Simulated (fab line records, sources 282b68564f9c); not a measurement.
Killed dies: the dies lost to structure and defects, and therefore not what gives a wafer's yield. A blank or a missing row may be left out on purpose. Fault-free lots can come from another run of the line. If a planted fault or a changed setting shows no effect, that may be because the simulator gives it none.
fab line records | flow ritCmos
[record] lots = 14 | wafers = 42 | lastDay = 7
route steps=202 shown ACTIVE@14
lots that met no fault: taken from a fault-free run of the same line
startH: the number of hours between the record's first day and the start of the first shown wafer of the lot | waitH: hours elapsed since this lot's preceding step | " repeats the value in the row above | L1.1+2: several wafers, shown together as one row | - no value, or no start was given | * or withheld: withheld | < > ~ a bound
route shown NAME@n: a module of which the file shows steps, and the number in the route of the first | usual: mean/standard deviation of fault-free wafers | same: alike in all rows | chamber/n: place in a boat | sites: each site's reading | _std_site: standard deviation across them | _edge_site: mean of outer sites minus mean of inner sites | radiusMm: for every site, how far away it sits from the centre of the wafer | mask NAME#n: copy n | behind: tool/chamber where the wafer was last shaped | hold: why the lot was held/for how many hours/how that ended | device: transistor that didn't switch, given as n, p or np | end of line: the tests these same wafers got at the end of their route | step lacking rows: just its recipe | killed: dies that structure and defects cost at the first sort, which is not the same as the wafer's yield | map: the dies of a wafer, with x for killed, . for not killed, _ for no die there
set.NAME: the setting the step ran with; set.NAME@STEP: the setting that earlier step ran with | model.NAME: the simulator's own value behind a step, which no gauge read
steps of the route over a sample of lots; a table a step, a row a wafer
services: from which hour (startH, from the record's first day; less than 0 if before it) a tool's chamber was out of use, for how many hours, and why
[[steps]]
[step RIT_ACTIVE_ETCH_13]
[recipe] stopOn = SiO2 | chemistry = SF6 | target = Si3N4 | timeS = 210 | overEtchFrac = 0.4 | SF6_flow_sccm = 200 | pressureMtorr = 260 | rfW = 127.3 | targetDepthA = 2100
[usual] drypumpMotorCurrentA = 5.97/0.3 | oesProductAu = 0.801/0.013 | overEtchFrac = 0.4/0 | throttleValvePct = 7.42/0.13
lot.wafer | tool       | chamber | startH | waitH | drypumpMotorCurrentA | oesProductAu | overEtchFrac | rfHoursCounterH | throttleValvePct
L593.2    | rieDiel-02 | 1       | 15.62  | 0.1   | 6.47                 | 0.787        | 0.4          | 2               | 7.45
L593.3    | "          | 0       | "      | "     | 6.01                 | 0.772        | 0.4          | 20              | 7.48
L593.5    | "          | 0       | "      | "     | 6.01                 | 0.783        | 0.4          | -               | 7.47
L595.2    | rieDiel-01 | 0       | 25.26  | 0.1   | 6.23                 | 0.823        | 0.4          | 25              | 7.39
L595.5    | "          | 2       | "      | "     | 5.84                 | 0.800        | 0.4          | -               | 7.50
L595.6    | "          | 1       | "      | "     | 6.23                 | 0.785        | 0.4          | -               | 7.31
L596.1    | rieDiel-02 | 3       | 29.71  | 0.1   | 5.53                 | 0.796        | 0.4          | 3               | 7.32
L596.4    | "          | 0       | "      | "     | 5.98                 | 0.783        | 0.4          | 20              | 7.48
L596.6    | "          | 2       | "      | "     | 5.74                 | 0.812        | 0.4          | -               | 7.46
L597.1    | rieDiel-02 | 2       | 34.84  | 0.1   | 5.73                 | 0.811        | 0.4          | 55              | 7.48
L597.4    | "          | 3       | "      | "     | 5.54                 | 0.802        | 0.4          | 4               | 7.33
L597.6    | "          | 3       | "      | "     | 5.52                 | 0.805        | 0.4          | -               | 7.32
L598.2    | rieDiel-03 | 1       | 39.71  | 0.1   | 5.69                 | 0.805        | 0.4          | 38              | 7.69
L598.4    | "          | 3       | "      | "     | 5.75                 | 0.804        | 0.4          | 5               | 7.29
L598.6    | "          | 1       | "      | "     | 5.72                 | 0.792        | 0.4          | -               | 7.70
L599.3    | rieDiel-01 | 3       | 44.71  | 0.1   | 5.83                 | 0.806        | 0.4          | 66              | 7.49
L599.4    | "          | 2       | "      | "     | 5.84                 | 0.794        | 0.4          | 7               | 7.52
L599.6    | "          | 3       | "      | "     | 5.82                 | 0.814        | 0.4          | -               | 7.51
L606.2    | rieDiel-01 | 3       | 79.83  | 0.1   | 5.80                 | 0.801        | 0.4          | 67              | 7.50
L606.3    | "          | 2       | "      | "     | 5.80                 | 0.798        | 0.43833      | 8               | 7.52
L606.4    | "          | 1       | "      | "     | 6.24                 | 0.786        | 0.4          | 5               | 7.30
L607.2    | rieDiel-01 | 2       | 84.71  | 0.1   | 5.84                 | 0.794        | 0.43833      | 8               | 7.50
L607.3    | "          | 3       | "      | "     | 5.80                 | 0.783        | 0.4          | 67              | 7.50
L607.4    | "          | 1       | "      | "     | 6.26                 | 0.798        | 0.4          | 5               | 7.32
L609.2    | rieDiel-03 | 0       | 95.62  | 0.1   | 6.28                 | 0.787        | 0.4          | 48              | 7.48
L609.3    | "          | 1       | "      | "     | 5.70                 | 0.800        | 0.4          | 39              | 7.70
L609.4    | "          | 3       | "      | "     | 5.69                 | 0.816        | 0.4          | 6               | 7.29
L611.3    | rieDiel-02 | 1       | 107.26 | 0.1   | 6.48                 | 0.781        | 0.4          | 4               | 7.46
L611.4    | "          | 2       | "      | "     | 5.74                 | 0.821        | 0.4          | -               | 7.48
L611.5    | "          | 1       | "      | "     | 6.47                 | 0.785        | 0.4          | -               | 7.43
L612.3    | rieDiel-02 | 2       | 109.73 | 0.1   | 5.73                 | 0.817        | 0.4          | 56              | 7.48
L612.5    | "          | 3       | "      | "     | 5.54                 | 0.813        | 0.4          | -               | 7.32
L612.6    | "          | 2       | "      | "     | 5.73                 | 0.814        | 0.4          | -               | 7.47
L614.1    | rieDiel-03 | 2       | 119.83 | 0.1   | 6.30                 | 0.797        | 0.4          | 107             | 7.18
L614.3    | "          | 3       | "      | "     | 5.70                 | 0.817        | 0.4          | 7               | 7.28
L614.6    | "          | 3       | "      | "     | 5.74                 | 0.813        | 0.4          | -               | 7.28
L615.1    | rieDiel-02 | 1       | 124.71 | 0.1   | 6.45                 | 0.783        | 0.4          | 4               | 7.45
L615.2    | "          | 2       | "      | "     | 5.76                 | 0.811        | 0.4          | 57              | 7.49
L615.4    | "          | 0       | "      | "     | 5.97                 | 0.766        | 0.4          | 22              | 7.48
L616.1    | rieDiel-03 | 3       | 129.83 | 0.1   | 5.73                 | 0.799        | 0.4          | 7               | 7.27
L616.2    | "          | 2       | "      | "     | 6.29                 | 0.799        | 0.4          | 107             | 7.16
L616.4    | "          | 0       | "      | "     | 6.32                 | 0.792        | 0.4          | 48              | 7.49
[[services]]
tool       | chamber | startH | hours | kind
rieDiel-03 | 3       | 5.38   | 5.9   | repair
rieDiel-03 | 2       | 24.80  | 7.3   | repair
rieDiel-02 | 0       | 60.45  | 4.0   | repair
rieDiel-02 | 3       | 101.76 | 7.7   | repair
rieDiel-03 | -       | 105.71 | 4.3   | pm
rieDiel-02 | -       | 110.99 | 0.8   | repair
[[key]]
[firstSign] step = RIT_ACTIVE_ETCH_13 | reading = overEtchFrac | direction = up | sigmas = 99+ | usual = 0.4 | struck = 0.43833
effect none on later readings
metAt RIT_ACTIVE_ETCH_13
struckLots L606,L607
struckWafers L606.3,L607.2
testerLeftOut L606,L607
onsetBetween 44.71 79.83
[fault] kind = processParameterDrift | tool = rieDiel-01 | chamber = 2 | onsetH = 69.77 | steps = RIT_ACTIVE_ETCH_13 | channel = overEtchFrac | offset = 0.038327 | shape = step | endH = 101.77 | actsIn = theseRecipesOnly | stated = 0.4
// testerLeftOut: of these lots the tester's yield and bins aren't shown, on N5 and GAA mostly nor the transistor test; their killed dies are dies lost to structure and defects alone, not to doping, threshold or leakage, so they don't give the yield
